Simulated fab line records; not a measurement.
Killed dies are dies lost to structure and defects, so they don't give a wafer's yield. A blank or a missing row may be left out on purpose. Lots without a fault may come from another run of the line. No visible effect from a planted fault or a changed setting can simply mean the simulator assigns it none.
Which tool was responsible? + flow ritCmos + Sampling: 13 lots, 39 wafers, 3 of 202 route steps

## WHAT THE GAUGES READ, wafer by wafer
RIT_M1_RS_MEAS_01: measurement is done with a four-point probe. Usual: M1_AL_RS 0.0734 ohm/sq, standard deviation 0.00078.
| lot  | measured    | on           | M1_AL_RS (ohm/sq)    | flag |
|------|-------------|--------------|----------------------|------|
| L852 | day 3 06:21 | filmMetro-04 | 0.0730 0.0729 0.0731 |      |
| L853 | day 3 10:08 | filmMetro-04 | 0.0741 0.0739 0.0743 |      |
| L854 | day 3 15:44 | filmMetro-02 | 0.0733 0.0738 0.0725 |      |
| L855 | day 3 20:42 | filmMetro-02 | 0.0735 0.0730 0.0741 |      |
| L856 | day 4 02:50 | filmMetro-04 | 0.0727 0.0734 0.0721 |      |
| L860 | day 5 00:27 | filmMetro-04 | 0.0735 0.0745 0.0821 | OFF  |
| L862 | day 5 07:11 | filmMetro-01 | 0.0812 0.0727 0.0811 | OFF  |
| L865 | day 6 03:28 | filmMetro-04 | 0.0729 0.0730 0.0732 |      |
| L867 | day 6 07:12 | filmMetro-04 | 0.0733 0.0741 0.0735 |      |
| L869 | day 6 20:40 | filmMetro-02 | 0.0736 0.0742 0.0748 |      |
| L871 | day 7 03:45 | filmMetro-01 | 0.0742 0.0744 0.0745 |      |
| L873 | day 7 13:38 | filmMetro-02 | 0.0737 0.0731 0.0738 |      |
| L875 | day 8 01:11 | filmMetro-02 | 0.0726 0.0718 0.0729 |      |

RIT_M1_THK_MEAS_02: measures by xrf. Usual: M1_AL_THK 399 nm, standard deviation 4.5.
| lot  | measured    | on           | M1_AL_THK (nm) | flag |
|------|-------------|--------------|----------------|------|
| L852 | day 3 06:28 | filmMetro-04 | 403 400 400    |      |
| L853 | day 3 10:14 | filmMetro-04 | 395 393 394    |      |
| L854 | day 3 15:51 | filmMetro-02 | 400 396 405    |      |
| L855 | day 3 20:49 | filmMetro-02 | 400 402 397    |      |
| L856 | day 4 02:57 | filmMetro-04 | 403 401 409    |      |
| L860 | day 5 00:34 | filmMetro-04 | 397 395 358    | OFF  |
| L862 | day 5 07:18 | filmMetro-01 | 363 403 362    | OFF  |
| L865 | day 6 03:33 | filmMetro-04 | 403 401 401    |      |
| L867 | day 6 07:18 | filmMetro-04 | 400 398 398    |      |
| L869 | day 6 20:46 | filmMetro-02 | 397 396 391    |      |
| L871 | day 7 03:50 | filmMetro-01 | 396 394 393    |      |
| L873 | day 7 13:46 | filmMetro-02 | 397 401 396    |      |
| L875 | day 8 01:17 | filmMetro-02 | 405 410 401    |      |

## EACH LOT AND THE TOOL THAT RAN IT (in order: tool; ch and the chambers of the sampled wafers; start)
| lot  | RIT_M1_SPUTTER_00          |
|------|----------------------------|
| L852 | pvdSputter-04, day 3 06:04 |
| L853 | pvdSputter-01, day 3 09:48 |
| L854 | pvdSputter-04, day 3 15:26 |
| L855 | pvdSputter-01, day 3 20:25 |
| L856 | pvdSputter-04, day 4 02:32 |
| L860 | pvdSputter-01, day 5 00:08 |
| L862 | pvdSputter-01, day 5 06:53 |
| L865 | pvdSputter-04, day 6 03:07 |
| L867 | pvdSputter-03, day 6 06:52 |
| L869 | pvdSputter-03, day 6 20:21 |
| L871 | pvdSputter-03, day 7 03:24 |
| L873 | pvdSputter-03, day 7 13:20 |
| L875 | pvdSputter-03, day 8 00:52 |
- RIT_M1_SPUTTER_00: material Al, target thk 400 nm, time 500 s.

## AS READ BY THE TOOLS THEMSELVES (means over the sampled wafers that have a number; for cases with no such wafer, the mark the record gives instead)
RIT_M1_SPUTTER_00. Usual: throttleValvePct reads 30.5 % (standard deviation 1).
| lot  | tool          | throttleValvePct (%) | flag |
|------|---------------|----------------------|------|
| L852 | pvdSputter-04 | 29.7                 |      |
| L853 | pvdSputter-01 | 31.7                 |      |
| L854 | pvdSputter-04 | 30.2                 |      |
| L855 | pvdSputter-01 | 31.4                 |      |
| L856 | pvdSputter-04 | 30.2                 |      |
| L860 | pvdSputter-01 | 31.6                 |      |
| L862 | pvdSputter-01 | 31.6                 |      |
| L865 | pvdSputter-04 | 29.6                 |      |
| L867 | pvdSputter-03 | 30.3                 |      |
| L869 | pvdSputter-03 | 30.6                 |      |
| L871 | pvdSputter-03 | 30.4                 |      |
| L873 | pvdSputter-03 | 30.0                 |      |
| L875 | pvdSputter-03 | 30.0                 |      |

## THE ANSWER, worked out from the rows above alone
Rule: a lot is off if the mean of its wafers that have a number lies more than 3 standard deviations from the usual mean. A lot without any number at a reading at which 4 lots or more have one is off too. Where the step has rows for the other lots, those lots are counted as sound. Order of review: gauges by route order, followed by the tools' own readings, for which a lot's mean as printed above is used. The first step at which some lot is off is used, and at that step the reading that is off furthest; a lot without a number counts as furthest.
Off: at RIT_M1_RS_MEAS_01 (M1_AL_RS), L860, L862.
If a tool, at a process step before that reading, ran all the lots that are off and no sound lot after the first of them, it fits. Those tools and the gauges at RIT_M1_RS_MEAS_01 are tried in the same way. One candidate fits, namely pvdSputter-01 at RIT_M1_SPUTTER_00. Its last sound lot is L855 (day 3 20:25), its first lot that is off L860 (day 5 00:08): a fault that began between those two fits.

## WHAT THE SIMULATOR PUT IN
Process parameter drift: pvdSputter-01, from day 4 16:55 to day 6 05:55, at RIT_M1_SPUTTER_00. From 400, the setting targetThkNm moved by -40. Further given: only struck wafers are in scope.
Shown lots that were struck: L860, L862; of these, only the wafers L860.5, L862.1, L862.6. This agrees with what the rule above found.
